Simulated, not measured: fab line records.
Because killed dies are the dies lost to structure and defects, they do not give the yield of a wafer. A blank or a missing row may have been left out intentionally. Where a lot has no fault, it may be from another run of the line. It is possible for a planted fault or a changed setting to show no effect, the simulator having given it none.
A lot that was struck, set against a sound lot ; flow berkeleyCmos170 ; 15 out of 331 route steps
Sound: these wafers, L529.1, L529.2, L529.4. Struck: wafer L540.6. (L540.2, L540.5 of the same lot were not struck and are left out.) The cause comes at the end.
Per side, at each step with rows, come the tool, then ch with its chambers, and then its first start. Under that, the readings that differ: sound wafers ; struck wafers ; difference of the means ; sigmas: that difference in standard deviations of wafers without a fault.
alike: words and numbers the same on both sides, and readings whose means are apart by under 2 such deviations; not compared: readings that were withheld, readings missing a value for some wafer, numbers with overlapping values and no deviation given by the record, and bounds like >300 which may hide the same value.
A row with sigmas, a row that says differs or no value, or rows on one side alone: a step with any of these is where the two part. Numbers that have no deviation but don't overlap get no sigmas and don't part them. A reading that every wafer of one side lacks parts them only if that side has two wafers or more.

first, 1 step without rows for these wafers: UCB170_PWELL_OXIDATION_02 (target thk 26.4 nm, ox time 1260 s).
UCB170_PWELL_THK_MEAS_03:
  sound on filmMetro-04, day 3 22:16; struck on filmMetro-01, day 6 07:51
  alike: PWELL_OXIDE_THK
then, 2 steps without rows for these wafers: UCB170_PWELL_ANNEAL_04 (time 900 s); UCB170_PWELL_CVD_05 (deposits Si3N4 from SiH2Cl2/NH3, target thk 220 nm, time 3300 s).
UCB170_PWELL_THK_MEAS_06:
  sound on filmMetro-04, day 4 03:29; struck on filmMetro-04, day 6 15:38
reading;sound;struck;difference;sigmas
PWELL_NITRIDE_THK (nm);214.4 216.5 216.2;221.1;+5.4;+3
then, 6 steps without rows for these wafers: UCB170_PWELL_HMDS_07 (prime time 60 s); UCB170_PWELL_COAT_08 (resist thk 900 nm); UCB170_PWELL_SOFTBAKE_09 (time 60 s); UCB170_PWELL_EXPOSE_10 (exposes mask PWELL, target cd 3000 nm); UCB170_PWELL_PEB_11; UCB170_PWELL_DEVELOP_12 (develop time 45 s).
UCB170_PWELL_OVL_MEAS_13:
  sound on overlay-01, day 4 04:56; struck on overlay-02, day 6 16:53
reading;sound;struck;difference;sigmas
PWELL_OVL (nm);10 12 18;-2;-15;-3
UCB170_PWELL_ETCH_14: etches Si3N4 in CH3F/Ar/O2, stops on SiO2, target depth 242 nm, time 151 s.
  sound on rieDiel-04 ch 1,2,3, day 4 04:59; struck on rieDiel-04 ch 3, day 6 16:55
reading;sound;struck;difference;sigmas
overEtchFrac;0.1 0.1 0.1;0.10756;+0.00756;
  alike: chamberPressureMTorr, drypumpMotorCurrentA, oesProductAu, throttleValvePct
  not compared: rfHoursCounterH
next, for these wafers, 1 step has no rows: UCB170_PWELL_IMPLANT_15.
-- the record jumps here: 5 days lie between the struck wafers' starts before and after (it left off in module PWELL and takes up again in module M3, whose first step shown is number 331 of the route) --
UCB170_M3_PROBE_99:
  record: rows for the struck wafers here (prober-01, day 11 10:43), none for the sound ones

WHERE THEY PART
First at UCB170_PWELL_THK_MEAS_06; last, within this record, at UCB170_M3_PROBE_99.

WHY: the cause the simulator had injected
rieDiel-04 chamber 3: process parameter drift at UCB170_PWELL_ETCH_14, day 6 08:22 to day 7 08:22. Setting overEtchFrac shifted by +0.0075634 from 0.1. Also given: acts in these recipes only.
